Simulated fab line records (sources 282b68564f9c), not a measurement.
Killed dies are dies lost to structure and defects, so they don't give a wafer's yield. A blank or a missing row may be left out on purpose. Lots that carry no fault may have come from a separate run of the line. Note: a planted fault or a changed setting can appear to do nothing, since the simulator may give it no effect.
What tool caused it? || flow rit cmos || 14 lots with 42 wafers sampled at 2 steps, on a route of 202 steps

WHAT THE GAUGES SHOWED, per wafer
Not one reading of a measure or inspect step in the record can be checked against a usual standard deviation.

WHAT TOOL EACH LOT RAN ON (gives the tool, then ch and the chambers of the sampled wafers, and finally the start)
{"lot": "L412", "RIT_M1_HARDBAKE_11": "litho track-04 ch 0, day 3 10:43", "RIT_M1_PROBE_99": "prober-02, day 3 13:13"}
{"lot": "L413", "RIT_M1_HARDBAKE_11": "litho track-01 ch 0, day 3 16:31", "RIT_M1_PROBE_99": "prober-01, day 3 20:43"}
{"lot": "L414", "RIT_M1_HARDBAKE_11": "litho track-01 ch 0, day 3 19:26", "RIT_M1_PROBE_99": "prober-02, day 4 00:54"}
{"lot": "L416", "RIT_M1_HARDBAKE_11": "litho track-04 ch 0, day 4 06:10", "RIT_M1_PROBE_99": "prober-02, day 4 09:02"}
{"lot": "L417", "RIT_M1_HARDBAKE_11": "litho track-02 ch 0, day 4 09:52", "RIT_M1_PROBE_99": "prober-01, day 4 12:38"}
{"lot": "L418", "RIT_M1_HARDBAKE_11": "litho track-01 ch 0, day 4 13:02", "RIT_M1_PROBE_99": "prober-02, day 4 15:32"}
{"lot": "L419", "RIT_M1_HARDBAKE_11": "litho track-01 ch 0, day 4 21:26", "RIT_M1_PROBE_99": "prober-01, day 5 00:56"}
{"lot": "L420", "RIT_M1_HARDBAKE_11": "litho track-01 ch 0, day 4 23:21", "RIT_M1_PROBE_99": "prober-02, day 5 02:32"}
{"lot": "L422", "RIT_M1_HARDBAKE_11": "litho track-04 ch 0, day 5 13:52", "RIT_M1_PROBE_99": "prober-02, day 5 16:50"}
{"lot": "L426", "RIT_M1_HARDBAKE_11": "litho track-01 ch 0, day 6 05:25", "RIT_M1_PROBE_99": "prober-02, day 6 08:35"}
{"lot": "L427", "RIT_M1_HARDBAKE_11": "litho track-01 ch 0, day 6 08:42", "RIT_M1_PROBE_99": "prober-01, day 6 11:24"}
{"lot": "L431", "RIT_M1_HARDBAKE_11": "litho track-02 ch 0, day 7 07:17", "RIT_M1_PROBE_99": "prober-01, day 7 10:20"}
{"lot": "L433", "RIT_M1_HARDBAKE_11": "litho track-02 ch 0, day 7 17:46", "RIT_M1_PROBE_99": "prober-01, day 7 21:10"}
{"lot": "L435", "RIT_M1_HARDBAKE_11": "litho track-04 ch 0, day 8 06:34", "RIT_M1_PROBE_99": "prober-01, day 8 09:14"}
- RIT_M1_HARDBAKE_11: time 120 s.
- RIT_M1_PROBE_99

WHAT THE TOOLS THEMSELVES READ (means of the sampled wafers that have a number; where no wafer has one, the mark that the record gives instead)
RIT_M1_HARDBAKE_11.
{"lot": "L412", "tool": "litho track-04", "chill plate temp C (C)": 22.92, "heater power total W (W)": 52.03, "plate temp C (C)": 139.90}
{"lot": "L413", "tool": "litho track-01", "chill plate temp C (C)": 22.93, "heater power total W (W)": 52.04, "plate temp C (C)": 140.15}
{"lot": "L414", "tool": "litho track-01", "chill plate temp C (C)": 23.08, "heater power total W (W)": 52.05, "plate temp C (C)": 139.83}
{"lot": "L416", "tool": "litho track-04", "chill plate temp C (C)": 23.01, "heater power total W (W)": 52.07, "plate temp C (C)": 140.06}
{"lot": "L417", "tool": "litho track-02", "chill plate temp C (C)": 22.92, "heater power total W (W)": 52.04, "plate temp C (C)": 139.91}
{"lot": "L418", "tool": "litho track-01", "chill plate temp C (C)": 23.03, "heater power total W (W)": 52.01, "plate temp C (C)": 140.05}
{"lot": "L419", "tool": "litho track-01", "chill plate temp C (C)": 22.86, "heater power total W (W)": 51.94, "plate temp C (C)": 139.98}
{"lot": "L420", "tool": "litho track-01", "chill plate temp C (C)": 23.00, "heater power total W (W)": 52.00, "plate temp C (C)": 140.12}
{"lot": "L422", "tool": "litho track-04", "chill plate temp C (C)": 23.09, "heater power total W (W)": 52.04, "plate temp C (C)": 139.91}
{"lot": "L426", "tool": "litho track-01", "chill plate temp C (C)": 22.97, "heater power total W (W)": 42.78, "plate temp C (C)": 120.50}
{"lot": "L427", "tool": "litho track-01", "chill plate temp C (C)": 22.83, "heater power total W (W)": 42.74, "plate temp C (C)": 120.74}
{"lot": "L431", "tool": "litho track-02", "chill plate temp C (C)": 22.89, "heater power total W (W)": 52.04, "plate temp C (C)": 139.83}
{"lot": "L433", "tool": "litho track-02", "chill plate temp C (C)": 23.03, "heater power total W (W)": 52.02, "plate temp C (C)": 139.82}
{"lot": "L435", "tool": "litho track-04", "chill plate temp C (C)": 22.96, "heater power total W (W)": 52.05, "plate temp C (C)": 139.98}

RIT_M1_PROBE_99.
{"lot": "L412", "tool": "prober-02", "defect limited yield (%)": 98.6, "killed_at_M0_to_M3": 0.0, "killed at contacts": 0.0, "killed at front end": 3.7, "killed dies": 3.7, "killed open": 1.7, "killed short": 2.0, "sort_bin_3_pad_short (%)": 0.0, "sort_bin_5_function (%)": 1.0, "sort_bin_6_memory (%)": 0.4, "sort n pass": 260.3, "sort yield pct (%)": 98.6}
{"lot": "L413", "tool": "prober-01", "defect limited yield (%)": 97.2, "killed_at_M0_to_M3": 0.0, "killed at contacts": 0.0, "killed at front end": 7.3, "killed dies": 7.3, "killed open": 3.3, "killed short": 4.0, "sort_bin_3_pad_short (%)": 0.1, "sort_bin_5_function (%)": 1.4, "sort_bin_6_memory (%)": 1.3, "sort n pass": 256.7, "sort yield pct (%)": 97.2}
{"lot": "L414", "tool": "prober-02", "defect limited yield (%)": 97.2, "killed_at_M0_to_M3": 0.0, "killed at contacts": 0.7, "killed at front end": 6.7, "killed dies": 7.3, "killed open": 3.3, "killed short": 4.0, "sort_bin_3_pad_short (%)": 0.4, "sort_bin_5_function (%)": 1.9, "sort_bin_6_memory (%)": 0.5, "sort n pass": 256.7, "sort yield pct (%)": 97.2}
{"lot": "L416", "tool": "prober-02", "defect limited yield (%)": 97.4, "killed_at_M0_to_M3": 0.0, "killed at contacts": 0.0, "killed at front end": 6.7, "killed dies": 6.7, "killed open": 3.7, "killed short": 3.0, "sort_bin_3_pad_short (%)": 0.1, "sort_bin_5_function (%)": 1.8, "sort_bin_6_memory (%)": 0.6, "sort n pass": 257.3, "sort yield pct (%)": 97.4}
{"lot": "L417", "tool": "prober-01", "defect limited yield (%)": 96.6, "killed_at_M0_to_M3": 0.0, "killed at contacts": 0.0, "killed at front end": 9.0, "killed dies": 9.0, "killed open": 5.0, "killed short": 4.0, "sort_bin_3_pad_short (%)": 0.0, "sort_bin_5_function (%)": 2.4, "sort_bin_6_memory (%)": 1.0, "sort n pass": 255.0, "sort yield pct (%)": 96.6}
{"lot": "L418", "tool": "prober-02", "defect limited yield (%)": 97.7, "killed_at_M0_to_M3": 0.0, "killed at contacts": 0.3, "killed at front end": 5.7, "killed dies": 6.0, "killed open": 4.0, "killed short": 2.0, "sort_bin_3_pad_short (%)": 0.1, "sort_bin_5_function (%)": 0.9, "sort_bin_6_memory (%)": 1.3, "sort n pass": 258.0, "sort yield pct (%)": 97.7}
{"lot": "L419", "tool": "prober-01", "defect limited yield (%)": 98.0, "killed_at_M0_to_M3": 0.0, "killed at contacts": 0.0, "killed at front end": 5.3, "killed dies": 5.3, "killed open": 3.3, "killed short": 2.0, "sort_bin_3_pad_short (%)": 0.0, "sort_bin_5_function (%)": 1.6, "sort_bin_6_memory (%)": 0.4, "sort n pass": 258.7, "sort yield pct (%)": 98.0}
{"lot": "L420", "tool": "prober-02", "defect limited yield (%)": 96.5, "killed_at_M0_to_M3": 0.0, "killed at contacts": 0.7, "killed at front end": 8.7, "killed dies": 9.3, "killed open": 3.3, "killed short": 6.0, "sort_bin_3_pad_short (%)": 0.3, "sort_bin_5_function (%)": 1.5, "sort_bin_6_memory (%)": 1.8, "sort n pass": 254.7, "sort yield pct (%)": 96.5}
{"lot": "L422", "tool": "prober-02", "defect limited yield (%)": 97.2, "killed_at_M0_to_M3": 0.0, "killed at contacts": 0.0, "killed at front end": 7.3, "killed dies": 7.3, "killed open": 3.0, "killed short": 4.3, "sort_bin_3_pad_short (%)": 0.0, "sort_bin_5_function (%)": 1.6, "sort_bin_6_memory (%)": 1.2, "sort n pass": 256.7, "sort yield pct (%)": 97.2}
{"lot": "L426", "tool": "prober-02", "defect limited yield (%)": 97.7, "killed_at_M0_to_M3": 0.0, "killed at contacts": 0.0, "killed at front end": 6.0, "killed dies": 6.0, "killed open": 3.0, "killed short": 3.0, "sort_bin_3_pad_short (%)": 0.0, "sort_bin_5_function (%)": 1.1, "sort_bin_6_memory (%)": 1.2, "sort n pass": 258.0, "sort yield pct (%)": 97.7}
{"lot": "L427", "tool": "prober-01", "defect limited yield (%)": 97.9, "killed_at_M0_to_M3": 0.0, "killed at contacts": 0.3, "killed at front end": 5.3, "killed dies": 5.7, "killed open": 3.7, "killed short": 2.0, "sort_bin_3_pad_short (%)": 0.0, "sort_bin_5_function (%)": 1.6, "sort_bin_6_memory (%)": 0.5, "sort n pass": 258.3, "sort yield pct (%)": 97.9}
{"lot": "L431", "tool": "prober-01", "defect limited yield (%)": 96.8, "killed_at_M0_to_M3": 0.7, "killed at contacts": 0.0, "killed at front end": 7.7, "killed dies": 8.3, "killed open": 3.3, "killed short": 4.7, "sort_bin_3_pad_short (%)": 0.3, "sort_bin_5_function (%)": 1.8, "sort_bin_6_memory (%)": 1.1, "sort n pass": 255.7, "sort yield pct (%)": 96.8}
{"lot": "L433", "tool": "prober-01", "defect limited yield (%)": 97.6, "killed_at_M0_to_M3": 0.0, "killed at contacts": 0.3, "killed at front end": 6.0, "killed dies": 6.3, "killed open": 2.0, "killed short": 4.3, "sort_bin_3_pad_short (%)": 0.1, "sort_bin_5_function (%)": 1.1, "sort_bin_6_memory (%)": 1.2, "sort n pass": 257.7, "sort yield pct (%)": 97.6}
{"lot": "L435", "tool": "prober-01", "defect limited yield (%)": 98.0, "killed_at_M0_to_M3": 0.0, "killed at contacts": 0.0, "killed at front end": 5.3, "killed dies": 5.3, "killed open": 2.7, "killed short": 2.7, "sort_bin_3_pad_short (%)": 0.0, "sort_bin_5_function (%)": 1.1, "sort_bin_6_memory (%)": 0.9, "sort n pass": 258.7, "sort yield pct (%)": 98.0}

THE ANSWER, worked out from the rows above alone
Rule: what is usual is taken from the lots themselves. Put in order of their means at a reading, lots are off if they are a third of the lots or fewer, leave a main group of 4 or more, and stand apart from it by a gap of 3 or more times the standard deviation of the main group's means; of several such gaps the widest counts. Not used: any main group whose means are identical at the precision the tables above print for the reading. Also off: a lot with no number at a reading for which 4 or more lots have one. Any other lot the step has rows for is counted as sound. First the gauges in route order, then the tools' own readings, where a lot's mean is used as printed above. The first step at which some lot is off is used, and at that step the reading that is off furthest; a lot without a number counts as furthest.
Off at RIT_M1_HARDBAKE_11 (heater power total W): L426, L427. Mean 52.03 W and standard deviation 0.032 in the main group.
A tool fits if, at that step or a process step before it, it ran every lot that is off, and no sound lot after the first of them. One candidate fits, namely litho track-01 at RIT_M1_HARDBAKE_11. Its last sound lot is L420 (day 4 23:21), its first lot that is off L426 (day 6 05:25): a fault that began between those two fits.
The tool's own readings at RIT_M1_HARDBAKE_11 bear it out: on the lots that are off they differ by more than 5 times the standard deviation of the sound lots' means. heater power total W reads 42.76 W there against 52.03 W on the sound lots; plate temp C reads 120.62 C there against 139.96 C on the sound lots.

WHAT WAS PUT IN BY THE SIMULATOR
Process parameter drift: litho track-01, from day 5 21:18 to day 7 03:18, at RIT_M1_HARDBAKE_11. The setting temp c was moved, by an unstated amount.
Struck lots among those shown: L426, L427. The rule given above showed the same thing.
